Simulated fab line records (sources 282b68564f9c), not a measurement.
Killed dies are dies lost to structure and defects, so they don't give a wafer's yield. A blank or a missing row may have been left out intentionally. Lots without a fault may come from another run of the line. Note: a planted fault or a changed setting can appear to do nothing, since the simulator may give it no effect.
Problem report, 8D (eight disciplines) form, completed by code / flow rit_cmos / the parts of the form that need people (team, actions taken, sign-off) are left out

1. THE ISSUE
Across 2 wafers from 2 lots, CONTACT_TEOS_THK at RIT_CONTACT_THK_MEAS_01 averages 445 nm, while fault-free wafers read 400 nm with a standard deviation of 4.3. Measured from the usual mean, that is +10 standard deviations.
First seen on wafer L411.6, day 5 16:02, on film_metro-03. The record holds 42 wafers of 14 lots with a number at this step. Rule for "out" (also "out of limits"): further than 4 standard deviations from the usual mean. The rest of the wafers with a number are treated as sound.

2. WHAT IT IS, WHAT IT ISN'T
question=which readings at this step | is=CONTACT_TEOS_THK | is not=-
question=which lots | is=L411, L414 | is not=L400, L401, L402, L403, L404, L405, L406, L408, L415, L418, L419, L422
question=which wafers of those lots | is=L411.6, L414.4 | is not=L411.2, L411.3, L414.2, L414.6
question=read on which gauges | is=film_metro-03 | is not=film_metro-01, film_metro-02
question=when | is=from day 5 16:02 | is not=up to then (26 sound wafers); but 14 sound wafers of L414, L415, L418, L419, L422 came after

3. SUSPECTS, AND WHAT RULES EACH OUT
Counting: if a tool at a process step up to the reading ran every lot that is out, it stays a suspect. Sound lots after the first of them don't rule it out here, since some wafers of a struck lot are sound.
- the gauge at RIT_CONTACT_THK_MEAS_01 is ruled out. All the wafers that are out were read on film_metro-03, but those of them that RIT_CONTACT_CVD_00 has rows for are out there too, on other tools.
- pecvd-01 at RIT_CONTACT_CVD_00 (deposits SiO2 from TEOS, target thk 400 nm, time 61 s): kept. Ran every lot that is out, first one L411 (day 5 15:58); last sound lot up to then L405 (day 4 17:41). Its own rf_fwd_power_W readings are out on those wafers.
- Within pecvd-01 at RIT_CONTACT_CVD_00: the wafers that are out ran in chamber 1; their sound lot-mates ran in chambers 0, 2.
After counting, what remains is pecvd-01 at RIT_CONTACT_CVD_00.

4. THE CAUSE (what the simulator had put in)
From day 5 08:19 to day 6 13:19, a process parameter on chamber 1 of pecvd-01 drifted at RIT_CONTACT_CVD_00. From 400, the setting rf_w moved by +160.
Only this tool survived the counting.

5. THE EFFECT CHAIN, in route order
One row per reading whose mean, taken over the struck wafers that have a number, lies over 3 standard deviations from the usual. Only readings for which the record gives a usual standard deviation are gone through. hours: the time from each lot's start at the first step in this table that gives one to its start at this step, as a median over the lots. sigmas: the change in usual standard deviations.
hours=0; step=RIT_CONTACT_CVD_00; reading=rf_fwd_power_W; usual=396.5 W; on struck wafers=556.8; change=+160.2; sigmas=+94
hours=0; step=RIT_CONTACT_THK_MEAS_01; reading=CONTACT_TEOS_THK; usual=400 nm; on struck wafers=445; change=+45; sigmas=+10
Its process steps:
- RIT_CONTACT_CVD_00: deposits SiO2 from TEOS, target thk 400 nm, time 61 s.

6. HOW IT WOULD HAVE BEEN CAUGHT EARLIER
The first out-of-limits reading at a measuring or inspecting step in this record came at day 5 16:02, 8 hours after the fault's start at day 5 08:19.
The tool's own readings at RIT_CONTACT_CVD_00 were out on every struck wafer that the step has a row for (rf_fwd_power_W): an alarm limit on them would have fired on the first of those.
Among the 2 lots that are out, L414 began RIT_CONTACT_CVD_00 on pecvd-01 after day 5 16:02. Putting the tool on hold at that point would have spared it.
